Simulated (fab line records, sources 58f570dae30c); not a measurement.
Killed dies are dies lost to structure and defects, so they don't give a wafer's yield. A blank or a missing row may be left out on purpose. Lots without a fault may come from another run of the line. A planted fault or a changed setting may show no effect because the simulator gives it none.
fab line records | flow berkeley_cmos170
record lots=12 wafers=36 last_day=11
route steps=331 shown ACTIVE@74 PSD@206 CONTACT@228 M3@324
lots that met no fault: from a run of the same line without faults
start_h: hours from the record's first day to the start of the lot's first wafer shown | wait_h: hours since the lot's step before | " the same as in the row above | L1.1+2: a row that stands for several wafers | - no value, or no start given | * or withheld: withheld | < > ~ a bound
route shown NAME@n: a module of which the file shows steps, and the number in the route of the first | usual: mean/standard deviation of fault-free wafers | same: alike in all rows | chamber/n: place in a boat | sites: the reading at each site | _std_site: their standard deviation | _edge_site: outer sites' mean less inner sites' | radius_mm: how far each site lies from the wafer's centre | mask NAME#n: copy n | behind: the tool/chamber that last shaped the wafer | hold: why the lot was held/for how many hours/how that ended | device: the transistor (n, p or np) that didn't switch | end of line: the same wafers' tests at the end of the route | a step without rows: its recipe alone | killed: dies lost to structure and defects at the first sort, not the wafer's yield | map: a wafer's dies, x killed, . not, _ none there
set.NAME: the setting as run; set.NAME@STEP: as run at that earlier step | model.NAME: the simulator's own value behind a step, which no gauge read
steps of the route over a sample of lots; a table a step, a row a wafer
services: from which hour (start_h, from the record's first day; less than 0 if before it) a tool's chamber was out of use, for how many hours, and why
## steps
# step UCB170_ACTIVE_OVL_MEAS_14
# usual ACTIVE_OVL=2/5.1
# columns lot.wafer tool chamber start_h wait_h ACTIVE_OVL[nm]
L269.1 overlay-01 - 91.50 0.1 5
L269.3 " - " " 4
L269.5 " - " " 10
L270.1 overlay-01 - 91.62 0.1 2
L270.2 " - " " 0
L270.4 " - " " -4
L272.2 overlay-01 - 91.81 0.1 8
L272.3 " - " " 6
L272.4 " - " " 3
L273.2 overlay-01 - 99.13 0.1 5
L273.5 " - " " 1
L273.6 " - " " 3
L282.1 overlay-02 - 147.15 0.1 6
L282.2 " - " " 0
L282.6 " - " " 1
L281.2 overlay-02 - 147.43 0.1 -1
L281.4 " - " " 6
L281.6 " - " " -2
L284.1 overlay-02 - 154.95 0.1 -4
L284.2 " - " " -4
L284.6 " - " " -4
L285.3 overlay-01 - 154.96 0.1 2
L285.5 " - " " 15
L285.6 " - " " 9
L287.1 overlay-02 - 160.02 0.1 0
L287.4 " - " " 2
L287.5 " - " " -1
L290.4 overlay-02 - 176.78 0.1 1
L290.5 " - " " 2
L290.6 " - " " -4
L289.1 overlay-02 - 177.11 0.1 2
L289.3 " - " " 10
L289.6 " - " " 13
L291.2 overlay-01 - 186.53 0.1 -11
L291.5 " - " " -5
L291.6 " - " " -7
# step UCB170_SDANNEAL_RS_MEAS_02
# recipe thk_meas_gauge=four-point-probe
# usual PSD_RS=75.54/0.27
# columns lot.wafer tool chamber start_h wait_h PSD_RS[ohm/sq]
L272.2 film_metro-01 - 145.50 0.1 74.98
L272.3 " - " " 75.13
L272.4 " - " " 74.85
L270.1 film_metro-04 - 145.65 0.0 75.81
L270.2 " - " " 75.60
L270.4 " - " " 75.80
L269.1 film_metro-01 - 145.96 0.2 75.49
L269.3 " - " " 75.05
L269.5 " - " " 75.35
L273.2 film_metro-01 - 158.57 0.1 75.62
L273.5 " - " " 75.67
L273.6 " - " " 75.75
L284.1 film_metro-04 - 214.76 0.0 75.70
L284.2 " - " " 75.58
L284.6 " - " " 75.39
L282.1 film_metro-02 - 214.94 0.0 76.18
L282.2 " - " " 76.28
L282.6 " - " " 76.07
L285.3 film_metro-01 - 215.22 0.1 75.49
L285.5 " - " " 75.96
L285.6 " - " " 75.51
L281.2 film_metro-04 - 215.38 0.1 75.66
L281.4 " - " " 75.44
L281.6 " - " " 75.45
L287.1 film_metro-02 - 217.30 0.0 75.58
L287.4 " - " " 75.59
L287.5 " - " " 75.63
L290.4 film_metro-01 - 240.68 0.1 75.87
L290.5 " - " " 75.82
L290.6 " - " " 75.74
L289.1 film_metro-04 - 241.83 0.0 75.48
L289.3 " - " " 75.73
L289.6 " - " " 75.37
L291.2 film_metro-04 - 250.01 0.1 75.23
L291.5 " - " " 75.30
L291.6 " - " " 75.50
# step UCB170_CONTACT_EXPOSE_12
# recipe mask_id=CONT target_cd_nm=700 na=0.5 sigma_outer=0.6 source_shape=conventional dose_mj=35
# usual exposure_dose_mJ_cm2=34.99/0.039
# same sigma_outer=0.6
# columns lot.wafer tool chamber start_h wait_h mask exposure_dose_mJ_cm2
L272.2 krf_scanner-02 0 150.25 - CONT#0 35.04
L272.3 " 0 " " CONT#0 35.03
L272.4 " 0 " " CONT#0 34.98
L270.1 krf_scanner-01 0 150.70 - CONT#0 34.95
L270.2 " 0 " " CONT#0 34.93
L270.4 " 0 " " CONT#0 34.94
L269.1 krf_scanner-02 0 150.94 - CONT#0 35.02
L269.3 " 0 " " CONT#0 35.06
L269.5 " 0 " " CONT#0 34.99
L273.2 krf_scanner-02 0 164.60 - CONT#0 35.02
L273.5 " 0 " " CONT#0 35.04
L273.6 " 0 " " CONT#0 35.02
L284.1 krf_scanner-01 0 219.15 - CONT#0 34.98
L284.2 " 0 " " CONT#0 35.01
L284.6 " 0 " " CONT#0 35.03
L281.2 krf_scanner-02 0 220.51 - CONT#0 34.69
L281.4 " 0 " " CONT#0 34.66
L281.6 " 0 " " CONT#0 34.68
L285.3 krf_scanner-01 0 220.77 - CONT#0 35.00
L285.5 " 0 " " CONT#0 34.98
L285.6 " 0 " " CONT#0 35.01
L282.1 krf_scanner-01 0 220.85 - CONT#0 34.98
L282.2 " 0 " " CONT#0 34.94
L282.6 " 0 " " CONT#0 34.98
L287.1 krf_scanner-01 0 222.82 - CONT#0 34.98
L287.4 " 0 " " CONT#0 34.95
L287.5 " 0 " " CONT#0 34.95
L290.4 krf_scanner-01 0 245.30 - CONT#0 35.02
L290.5 " 0 " " CONT#0 35.02
L290.6 " 0 " " CONT#0 35.02
L289.1 krf_scanner-01 0 246.54 - CONT#0 34.98
L289.3 " 0 " " CONT#0 34.97
L289.6 " 0 " " CONT#0 34.98
L291.2 krf_scanner-01 0 254.12 - CONT#0 34.96
L291.5 " 0 " " CONT#0 35.01
L291.6 " 0 " " CONT#0 34.96
# step UCB170_M3_CD_MEAS_15
# recipe target_cd_nm=700
# usual cd_nm=700.6/1.2
# columns lot.wafer tool chamber start_h wait_h cd_nm
L270.1 cd_sem-02 - 170.81 - 701.8
L270.2 " - " " 701.4
L270.4 " - " " 701.3
L269.1 cd_sem-02 - 170.96 - 698.9
L269.3 " - " " 699.5
L269.5 " - " " 700.0
L272.2 cd_sem-01 - 171.14 - 699.7
L272.3 " - " " 701.1
L272.4 " - " " 699.5
L273.2 cd_sem-01 - 185.75 - 700.7
L273.5 " - " " 699.4
L273.6 " - " " 700.3
L281.2 cd_sem-02 - 237.76 - 700.3
L281.4 " - " " 701.4
L281.6 " - " " 700.1
L284.1 cd_sem-02 - 238.02 - 701.5
L284.2 " - " " 699.7
L284.6 " - " " 700.3
L282.1 cd_sem-01 - 244.30 - 699.6
L282.2 " - " " 698.0
L282.6 " - " " 699.3
L287.1 cd_sem-02 - 244.39 - 701.1
L287.4 " - " " 698.4
L287.5 " - " " 699.0
L285.3 cd_sem-02 - 244.79 - 699.3
L285.5 " - " " 700.8
L285.6 " - " " 699.5
L289.1 cd_sem-01 - 263.77 - 700.6
L289.3 " - " " 700.9
L289.6 " - " " 701.2
L290.4 cd_sem-02 - 264.68 - 701.7
L290.5 " - " " 698.2
L290.6 " - " " 699.5
L291.2 cd_sem-01 - 273.26 - 702.1
L291.5 " - " " 701.8
L291.6 " - " " 701.1
## services
# columns tool chamber start_h hours kind
krf_scanner-02 - 156.34 1.3 pm
krf_scanner-02 - 208.04 4.0 pm
krf_scanner-02 0 210.17 - calibration
krf_scanner-01 - 239.72 0.1 repair
## key
first_sign step=UCB170_CONTACT_EXPOSE_12 reading=exposure_dose_mJ_cm2 direction=down sigmas=8 usual=34.99 struck=34.68
effect none on later readings
met_at UCB170_CONTACT_EXPOSE_12
struck_lots L281
tester_left_out L281
loop_trim step=UCB170_CONTACT_EXPOSE_12 setting=dose lots=L281
not_acting_at UCB170_ACTIVE_OVL_MEAS_14,UCB170_SDANNEAL_RS_MEAS_02,UCB170_M3_CD_MEAS_15
onset_between 164.60 220.51
fault kind=process_parameter_drift tool=krf_scanner-02 chamber=- onset_h=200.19 steps=UCB170_CONTACT_EXPOSE_12 channel=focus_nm offset=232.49 spread_by_wafer=0.3 shape=step end_h=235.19
# tester_left_out: of these lots the tester's yield and bins aren't shown, on N5 and GAA mostly nor the transistor test; their killed dies are dies lost to structure and defects alone, not to doping, threshold or leakage, so they don't give the yield
# loop_trim: a control loop set the setting to another value than it would have without faults
